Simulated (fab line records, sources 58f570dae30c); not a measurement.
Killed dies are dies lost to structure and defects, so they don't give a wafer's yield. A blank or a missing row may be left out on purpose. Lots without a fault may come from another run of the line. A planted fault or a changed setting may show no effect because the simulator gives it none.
Split-lot experiment | flow berkeley_cmos170 | 5 lots, 23 wafers read, on a route of 331 steps

THE SPLIT
At UCB170_GATE_EXPOSE_09 (exposes mask POLY, target cd 350 nm), the setting dose_mj was moved away from the recipe's 21 on 7 of the 23 wafers read, by +3.8% to +6.9%. The other wafers ran this setting at the recipe's value.

FROM THE SPLIT TO THE READING: what the file shows between them, 2 steps
- UCB170_GATE_PEB_10
- UCB170_GATE_DEVELOP_11: develop time 45 s

THE READING
cd_nm, in nm, at UCB170_GATE_CD_MEAS_12 (target cd 350 nm). Fault-free wafers of this fab line usually give 350.3 nm, standard deviation 1.2 nm.

wafer  | tool, chamber at the split | dose_mj as run | against the recipe | cd_nm, nm | against lot-mates on the recipe
L074.1 | krf_scanner-02, 0          | 21             | recipe             | 351.4     | -
L074.2 | krf_scanner-02, 0          | 22.44          | +6.9%              | 338.8     | -12.6
L074.3 | krf_scanner-02, 0          | 22.44          | +6.9%              | 340.6     | -10.8
L074.4 | krf_scanner-02, 0          | 21             | recipe             | 351.1     | -
L074.5 | krf_scanner-02, 0          | 21             | recipe             | 351.7     | -
L076.1 | krf_scanner-01, 0          | 21             | recipe             | 349.8     | -
L076.2 | krf_scanner-01, 0          | 21             | recipe             | 349.7     | -
L076.6 | krf_scanner-01, 0          | 21             | recipe             | 351.6     | -
L080.1 | krf_scanner-01, 0          | 22.45          | +6.9%              | 337.6     | -12.0
L080.2 | krf_scanner-01, 0          | 22.45          | +6.9%              | 338.7     | -10.9
L080.4 | krf_scanner-01, 0          | 22.45          | +6.9%              | 338.5     | -11.1
L080.5 | krf_scanner-01, 0          | 21             | recipe             | 349.3     | -
L080.6 | krf_scanner-01, 0          | 21             | recipe             | 350.0     | -
L082.2 | krf_scanner-01, 0          | 21             | recipe             | 350.1     | -
L082.3 | krf_scanner-01, 0          | 21             | recipe             | 347.7     | -
L082.4 | krf_scanner-01, 0          | 21             | recipe             | 350.3     | -
L082.5 | krf_scanner-01, 0          | 21             | recipe             | 350.3     | -
L082.6 | krf_scanner-01, 0          | 21             | recipe             | 349.3     | -
L085.1 | krf_scanner-01, 0          | 21.8           | +3.8%              | 344.4     | -5.5
L085.2 | krf_scanner-01, 0          | 21.8           | +3.8%              | 344.8     | -5.1
L085.4 | krf_scanner-01, 0          | 21             | recipe             | 349.9     | -
L085.5 | krf_scanner-01, 0          | 21             | recipe             | 350.6     | -
L085.6 | krf_scanner-01, 0          | 21             | recipe             | 349.2     | -

THE FIT
A straight line over all 23 wafers: cd_nm changes by -1.62 nm for each +1% of dose_mj; r = -0.98; the points scatter about the line by 1 nm.
The same after taking each lot's own level away (the mean of its wafers on the recipe; 23 wafers): -1.65 nm for each +1%; r = -0.99; scatter 0.79 nm.
On that fit, the largest move of dose_mj shifts the reading by 11 nm.
The lots' own levels span 349.54 to 351.40 nm, that is 1.6 times the standard deviation above.
So the lot-to-lot level changes the slope little: the two slopes agree.
Check: with one of the wafers moved furthest among these (+6.9%) left out of the fit, the line predicts -11.2 nm for it against its lot-mates. It came out at -12 nm against them.

OTHER SPLITS ON THESE WAFERS
These wafers also went through other splits before the reading. Each is held against what the fit with the lots' levels taken away leaves over:
other split on the same wafers          | wafers away from the commonest value | r with cd_nm (lot level and that fit taken away)
UCB170_START_OXIDATION_02 temp_c        | 15                                   | +0.16
UCB170_ZERO_COAT_01 spin_rpm            | 11                                   | +0.05
UCB170_NWELL_COAT_07 resist_thk_nm      | 4                                    | +0.21
UCB170_NWELL_ETCH_13 rf_w               | 8                                    | -0.04
UCB170_PWELL_IMPLANT_15 energy_kev      | 8                                    | +0.25
UCB170_WELLDRIVE_OXIDATION_01 ox_time_s | 18                                   | +0.01
UCB170_ACTIVE_COAT_08 resist_thk_nm     | 9                                    | +0.33
UCB170_FIELD_OXIDATION_01 temp_c        | 5                                    | +0.24
UCB170_PVT_STRIP_08 o2_flow_sccm        | 7                                    | +0.06

THE FILE'S OWN FIT
cd_nm changes by -1.64 nm for each +1% of dose_mj, r = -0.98.
